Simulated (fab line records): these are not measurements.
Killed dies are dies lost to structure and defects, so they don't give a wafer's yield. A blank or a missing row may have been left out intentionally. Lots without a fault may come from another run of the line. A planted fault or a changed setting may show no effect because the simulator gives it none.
fab line records	flow rit-cmos
[record] lots = 13	wafers = 39	last-day = 7
route steps=202 shown M1@197
lots untouched by any fault: they come from a run of this same line in which no faults occurred
start-h: start of the lot's first displayed wafer, in hours after the record's first day	wait-h: hours elapsed since this lot's preceding step	" as in the row above	L1.1+2: one row covering several wafers at once	- no value, or no start was given	* or withheld: withheld	< > ~ a bound
route shown NAME@n: NAME is a module with steps in the file, n the number in the route of the first one	usual: mean and standard deviation over wafers with no fault	same: alike in all rows	chamber/n: place in a boat	sites: per-site readings	_std_site: the values' standard deviation	_edge_site: the outer-site mean with the inner-site mean subtracted	radius-mm: how far each site lies from the wafer's centre	mask NAME#n: copy n	behind: tool/chamber where the wafer was last shaped	hold: reason for holding the lot/hours on hold/outcome of the hold	device: whichever transistor did not switch (one of n, p or np)	end of line: tests run on the same wafers once the route is complete	a step without rows: its recipe alone	killed: the dies lost at the first sort to structure and to defects; this is not the yield of the wafer	map: a wafer's dies, x killed, . not, _ none there
set.NAME: setting as actually run; set.NAME@STEP: the setting as run at that earlier step	model.NAME: the simulator's own value behind a step, which no gauge read
the route's steps for a sample of lots (tables are steps, rows are wafers)
services: the hour from which a tool's chamber was out of use, counted from the record's first day as start-h (under 0 if before that day), plus the number of hours and why
[[steps]]
[step RIT_M1_STRIP_13]
[recipe] chemistry = nmp	resist = NOVOLAK	temp-c = 80	time-s = 600	dry = n2-spin
[usual] bath-guard-temp-C = 79.7/0.5
lot.wafer	tool	chamber	start-h	wait-h	bath-guard-temp-C
L837.1	wet-bench-01	1	56.39	0.1	79.5
L837.3	"	1	"	"	79.3
L837.5	"	1	"	"	79.5
L838.1	wet-bench-03	3	61.14	0.1	80.3
L838.2	"	3	"	"	80.5
L838.4	"	3	"	"	80.4
L839.2	wet-bench-01	1	66.07	0.1	79.2
L839.3	"	1	"	"	79.3
L839.4	"	1	"	"	79.2
L843.2	wet-bench-01	0	85.49	0.1	79.7
L843.3	"	0	"	"	79.9
L843.4	"	0	"	"	80.1
L848.1	wet-bench-01	0	109.48	0.1	79.8
L848.5	"	0	"	"	79.8
L848.6	"	0	"	"	79.9
L849.2	wet-bench-01	1	116.67	0.1	79.4
L849.4	"	1	"	"	79.5
L849.5	"	1	"	"	79.1
L851.1	wet-bench-03	3	125.22	0.1	80.5
L851.4	"	3	"	"	80.1
L851.5	"	3	"	"	80.2
L852.1	wet-bench-02	1	129.46	0.1	80.3
L852.2	"	1	"	"	80.0
L852.4	"	1	"	"	80.0
L854.1	wet-bench-02	1	139.96	0.1	80.5
L854.3	"	1	"	"	80.1
L854.5	"	1	"	"	80.3
L856.1	wet-bench-02	3	150.65	0.1	78.4
L856.5	"	3	"	"	78.8
L856.6	"	3	"	"	78.6
L858.1	wet-bench-02	2	160.06	0.1	79.8
L858.2	"	2	"	"	79.7
L858.5	"	2	"	"	79.7
L859.1	wet-bench-02	0	163.67	0.1	78.7
L859.2	"	0	"	"	78.7
L859.6	"	0	"	"	78.8
L860.2	wet-bench-02	0	171.53	0.1	79.0
L860.4	"	0	"	"	79.0
L860.5	"	0	"	"	78.9
[step RIT_M1_PROBE_99]
[usual] defect-limited-yield = 97.5/1.1	killed_at_M0_to_M3 = 0.0/0.083	killed-at-contacts = 0.1/0.32	killed-at-front-end = 7/3	killed-dies = 7/3	killed-open = 3.4/2.2	killed-short = 3.3/1.8	sort_bin_3_pad_short = 0.2/0.25	sort_bin_5_function = 1.5/0.79	sort_bin_6_memory = 0.9/0.65	sort-n-pass = 257/3	sort-yield-pct = 97.5/1.1
[same] gross-dies = 264	killed_at_M4_up = 0	killed-at-back-side = 0	killed-at-other = 0
lot.wafer	tool	chamber	start-h	wait-h	hold	defect-limited-yield[%]	killed_at_M0_to_M3	killed-at-contacts	killed-at-front-end	killed-dies	killed-open	killed-short	sort_bin_3_pad_short[%]	sort_bin_5_function[%]	sort_bin_6_memory[%]	sort-n-pass	sort-yield-pct[%]
L837.1	prober-01	-	58.48	0.1	-	98.5	0	0	4	4	3	1	0	1.1	0.4	260	98.5
L837.3	prober-01	-	58.58	0.2	-	98.1	0	0	5	5	2	3	0.8	0.8	0.4	259	98.1
L837.5	prober-01	-	58.68	0.2	-	98.1	0	0	5	5	2	3	0	1.5	0.4	259	98.1
L838.1	prober-02	-	64.36	0.1	-	98.9	0	0	3	3	2	1	0	0.4	0.8	261	98.9
L838.2	prober-02	-	64.41	0.1	-	97.7	0	1	5	6	3	3	0.8	1.5	0	258	97.7
L838.4	prober-02	-	64.51	0.2	-	95.5	0	0	12	12	7	5	0	3.0	1.5	252	95.5
L839.2	prober-01	-	68.51	0.1	-	96.2	0	0	10	10	6	4	0	3.0	0.8	254	96.2
L839.3	prober-01	-	68.56	0.2	-	97.7	0	0	6	6	4	2	0	1.5	0.8	258	97.7
L839.4	prober-01	-	68.61	0.2	-	97.3	0	2	5	7	2	5	0	2.3	0.4	257	97.3
L843.2	prober-01	-	87.67	0.1	-	98.1	0	0	5	5	2	3	0	1.1	0.8	259	98.1
L843.3	prober-01	-	87.72	0.2	-	97.3	0	0	7	7	3	4	0	1.9	0.8	257	97.3
L843.4	prober-01	-	87.77	0.2	-	96.2	0	0	10	10	5	5	0	1.9	1.9	254	96.2
L848.1	prober-02	-	111.57	0.1	await-dispo/2.1h/release	88.6	23	0	7	30	5	2	0.4	6.8	4.2	234	88.6
L848.5	prober-02	-	111.77	0.2	await-dispo/2.1h/release	90.2	25	0	1	26	0	1	2.7	6.4	0.8	238	90.2
L848.6	prober-02	-	111.82	0.2	await-dispo/2.1h/release	88.6	23	0	7	30	4	3	1.5	6.8	3.0	234	88.6
L849.2	prober-01	-	119.56	0.1	await-dispo/5.4h/release	85.6	33	0	5	38	5	0	1.9	8.7	3.8	226	85.6
L849.4	prober-01	-	119.66	0.2	await-dispo/5.4h/release	87.9	28	0	4	32	1	3	1.1	9.5	1.5	232	87.9
L849.5	prober-01	-	119.71	0.2	await-dispo/5.4h/release	87.9	25	0	7	32	3	4	1.9	8.7	1.5	232	87.9
L851.1	prober-01	-	127.32	0.1	-	97.7	0	0	6	6	2	4	0	1.1	1.1	258	97.7
L851.4	prober-01	-	127.47	0.2	-	96.6	0	0	9	9	2	7	0.4	1.9	1.1	255	96.6
L851.5	prober-01	-	127.52	0.2	-	97.7	0	0	6	6	3	3	0	1.5	0.8	258	97.7
L852.1	prober-02	-	131.73	0.1	-	97.7	0	0	6	6	4	2	0	1.9	0.4	258	97.7
L852.2	prober-02	-	131.78	0.1	-	97.7	0	1	5	6	2	4	0.4	1.1	0.8	258	97.7
L852.4	prober-02	-	131.88	0.2	-	98.5	0	1	3	4	2	2	0.4	0.8	0.4	260	98.5
L854.1	prober-02	-	142.08	0.1	-	97.7	0	1	5	6	4	2	0	1.1	1.1	258	97.7
L854.3	prober-02	-	142.18	0.2	-	95.8	0	0	11	11	6	5	0.4	1.9	1.9	253	95.8
L854.5	prober-02	-	142.28	0.2	-	95.1	0	0	13	13	10	3	0.4	3.0	1.5	251	95.1
L856.1	prober-02	-	152.74	0.1	-	97.0	1	0	7	8	3	5	0.4	2.3	0.4	256	97.0
L856.5	prober-02	-	152.94	0.2	-	97.3	0	1	6	7	5	2	0	1.5	1.1	257	97.3
L856.6	prober-02	-	152.99	0.2	-	97.7	0	0	6	6	4	2	0	1.5	0.8	258	97.7
L858.1	prober-02	-	162.15	0.1	-	95.8	0	0	11	11	6	5	0	3.4	0.8	253	95.8
L858.2	prober-02	-	162.20	0.1	-	98.1	0	0	5	5	2	3	0	1.1	0.8	259	98.1
L858.5	prober-02	-	162.35	0.2	-	97.3	0	0	7	7	5	2	0	1.5	1.1	257	97.3
L859.1	prober-01	-	165.76	0.1	-	97.7	0	0	6	6	3	3	0.4	0.8	1.1	258	97.7
L859.2	prober-01	-	165.81	0.1	-	97.7	0	0	6	6	1	5	0.4	0.8	1.1	258	97.7
L859.6	prober-01	-	166.01	0.2	-	96.6	0	0	9	9	4	5	0.4	1.9	1.1	255	96.6
L860.2	prober-02	-	173.67	0.1	-	96.6	0	0	9	9	5	4	0	1.9	1.5	255	96.6
L860.4	prober-02	-	173.77	0.2	-	97.0	0	0	8	8	5	3	0.4	1.5	1.1	256	97.0
L860.5	prober-02	-	173.82	0.2	-	94.3	0	0	15	15	11	4	0.4	3.0	2.3	249	94.3
// killed by level:class
L837.1 GATE:geometric-particle:open=2 FOX1:geometric-particle:short=1 SILICIDE:geometric-particle:open=1
L837.3 GATE:geometric-particle:short=3 FOX2:geometric-particle:open=1 GATE:geometric-particle:open=1
L837.5 FOX2:geometric-particle:short=2 GATE:geometric-particle:open=2 FOX1:geometric-particle:short=1
L838.1 GATE:geometric-particle:open=2 GATE:geometric-particle:short=1
L838.2 GATE:geometric-particle:open=2 FOX1:geometric-particle:short=1 GATE:geometric-particle:short=1 REOX:geometric-particle:short=1 CONTACT:geometric-particle:open=1
L838.4 GATE:geometric-particle:short=4 GATE:geometric-particle:open=3 SPACER:geometric-particle:open=2 SILICIDE:geometric-particle:open=2 SPACER:geometric-particle:short=1
L839.2 GATE:geometric-particle:open=3 GATE:geometric-particle:short=2 FOX1:geometric-particle:open=1 FOX1:geometric-particle:short=1 FOX2:geometric-particle:open=1 SILICIDE:geometric-particle:open=1 SILICIDE:geometric-particle:short=1
L839.3 FOX1:geometric-particle:open=3 FOX1:geometric-particle:short=1 GATE:geometric-particle:short=1 GATE:geometric-particle:open=1
L839.4 GATE:geometric-particle:short=1 REOX:geometric-particle:short=1 SPACER:geometric-particle:short=1 SPACER:geometric-particle:open=1 SILICIDE:geometric-particle:short=1 CONTACT:geometric-particle:short=1 CONTACT:geometric-particle:open=1
L843.2 GATE:geometric-particle:short=2 FOX1:geometric-particle:short=1 FOX1:geometric-particle:open=1 GATE:geometric-particle:open=1
L843.3 SPACER:geometric-particle:short=3 GATE:geometric-particle:short=1 GATE:geometric-particle:open=1 SPACER:geometric-particle:open=1 SILICIDE:geometric-particle:open=1
L843.4 GATE:geometric-particle:short=3 GATE:geometric-particle:open=2 SPACER:geometric-particle:short=2 REOX:geometric-particle:open=1 SPACER:geometric-particle:open=1 SILICIDE:geometric-particle:open=1
L848.1 M1:unspecified=23 GATE:geometric-particle:open=4 GATE:geometric-particle:short=1 SILICIDE:geometric-particle:short=1 SILICIDE:geometric-particle:open=1
L848.5 M1:unspecified=25 REOX:geometric-particle:short=1
L848.6 M1:unspecified=23 GATE:geometric-particle:open=2 FOX1:geometric-particle:open=1 GATE:geometric-particle:short=1 REOX:geometric-particle:open=1 SPACER:geometric-particle:short=1 SILICIDE:geometric-particle:short=1
L849.2 M1:unspecified=33 FOX2:geometric-particle:open=2 FOX1:geometric-particle:open=1 GATE:geometric-particle:open=1 SPACER:geometric-particle:open=1
L849.4 M1:unspecified=28 GATE:geometric-particle:short=1 REOX:geometric-particle:short=1 SPACER:geometric-particle:short=1 SILICIDE:geometric-particle:open=1
L849.5 M1:unspecified=25 GATE:geometric-particle:open=3 GATE:geometric-particle:short=2 FOX1:geometric-particle:short=1 REOX:geometric-particle:short=1
L851.1 GATE:geometric-particle:short=2 FOX2:geometric-particle:short=1 REOX:geometric-particle:short=1 SPACER:geometric-particle:open=1 SILICIDE:geometric-particle:open=1
L851.4 GATE:geometric-particle:short=2 SPACER:geometric-particle:short=2 FOX1:geometric-particle:short=1 GATE:geometric-particle:open=1 REOX:geometric-particle:short=1 REOX:geometric-particle:open=1 SILICIDE:geometric-particle:short=1
L851.5 FOX1:geometric-particle:short=2 FOX2:geometric-particle:short=1 REOX:geometric-particle:open=1 SPACER:geometric-particle:open=1 SILICIDE:geometric-particle:open=1
L852.1 GATE:geometric-particle:short=2 GATE:geometric-particle:open=2 FOX1:geometric-particle:open=1 REOX:geometric-particle:open=1
L852.2 GATE:geometric-particle:open=1 GATE:geometric-particle:short=1 REOX:geometric-particle:short=1 SPACER:geometric-particle:short=1 SILICIDE:geometric-particle:open=1 CONTACT:geometric-particle:short=1
L852.4 GATE:geometric-particle:short=1 REOX:geometric-particle:open=1 SPACER:geometric-particle:short=1 CONTACT:geometric-particle:open=1
L854.1 GATE:geometric-particle:open=2 FOX1:geometric-particle:open=1 GATE:geometric-particle:short=1 REOX:geometric-particle:short=1 CONTACT:geometric-particle:open=1
L854.3 GATE:geometric-particle:open=2 GATE:geometric-particle:short=2 SILICIDE:geometric-particle:open=2 FOX1:geometric-particle:short=1 FOX2:geometric-particle:short=1 REOX:geometric-particle:short=1 REOX:geometric-particle:open=1 SPACER:geometric-particle:open=1
L854.5 GATE:geometric-particle:open=5 GATE:geometric-particle:short=2 SPACER:geometric-particle:open=2 SILICIDE:geometric-particle:open=2 FOX1:geometric-particle:open=1 SILICIDE:geometric-particle:short=1
L856.1 SPACER:geometric-particle:open=2 FOX1:geometric-particle:short=1 GATE:geometric-particle:short=1 REOX:geometric-particle:short=1 REOX:geometric-particle:open=1 SILICIDE:geometric-particle:short=1 M1:geometric-particle:short=1
L856.5 FOX1:geometric-particle:short=2 SPACER:geometric-particle:open=2 FOX1:geometric-particle:open=1 SILICIDE:geometric-particle:open=1 CONTACT:geometric-particle:open=1
L856.6 SILICIDE:geometric-particle:open=2 FOX1:geometric-particle:open=1 FOX1:geometric-particle:short=1 FOX2:geometric-particle:short=1 REOX:geometric-particle:open=1
L858.1 GATE:geometric-particle:short=3 GATE:geometric-particle:open=3 FOX1:geometric-particle:short=2 FOX1:geometric-particle:open=1 FOX2:geometric-particle:open=1 REOX:geometric-particle:open=1
L858.2 SILICIDE:geometric-particle:short=2 FOX2:geometric-particle:short=1 GATE:geometric-particle:open=1 REOX:geometric-particle:open=1
L858.5 FOX1:geometric-particle:open=2 GATE:geometric-particle:short=2 GATE:geometric-particle:open=2 SPACER:geometric-particle:open=1
L859.1 GATE:geometric-particle:open=2 GATE:geometric-particle:short=2 FOX1:geometric-particle:short=1 SILICIDE:geometric-particle:open=1
L859.2 SPACER:geometric-particle:short=2 SILICIDE:geometric-particle:short=2 GATE:geometric-particle:open=1 GATE:geometric-particle:short=1
L859.6 FOX1:geometric-particle:open=2 GATE:geometric-particle:short=2 REOX:geometric-particle:open=2 SILICIDE:geometric-particle:short=2 REOX:geometric-particle:short=1
L860.2 REOX:geometric-particle:open=2 FOX1:geometric-particle:open=1 GATE:geometric-particle:short=1 REOX:geometric-particle:short=1 SPACER:geometric-particle:open=1 SPACER:geometric-particle:short=1 SILICIDE:geometric-particle:short=1 SILICIDE:geometric-particle:open=1
L860.4 REOX:geometric-particle:open=3 SILICIDE:geometric-particle:short=2 FOX1:geometric-particle:open=1 FOX2:geometric-particle:open=1 GATE:geometric-particle:short=1
L860.5 REOX:geometric-particle:open=4 FOX1:geometric-particle:open=2 GATE:geometric-particle:open=2 SPACER:geometric-particle:open=2 FOX1:geometric-particle:short=1 FOX2:geometric-particle:short=1 FOX2:geometric-particle:open=1 GATE:geometric-particle:short=1
[[services]]
tool	chamber	start-h	hours	kind
wet-bench-03	-	34.69	1.0	repair
wet-bench-02	-	60.44	1.3	repair
wet-bench-02	-	86.55	1.9	pm
[[key]]
[first-sign] step = RIT_M1_PROBE_99	reading = killed_at_M0_to_M3	direction = up	sigmas = 26	usual = 0.0	struck = 26.2
[effect] step = RIT_M1_PROBE_99	reading = defect-limited-yield	direction = down	sigmas = 8.2	usual = 97.5	struck = 88.1
met-at RIT_M1_STRIP_13
struck-lots L848,L849
onset-between 85.49 109.48
[fault] kind = chamber-particle-source	tool = wet-bench-01	chamber = -	onset-h = 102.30	steps = RIT_M1_STRIP_13	rate-per-visit-cm2 = 0.51537	end-h = 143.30
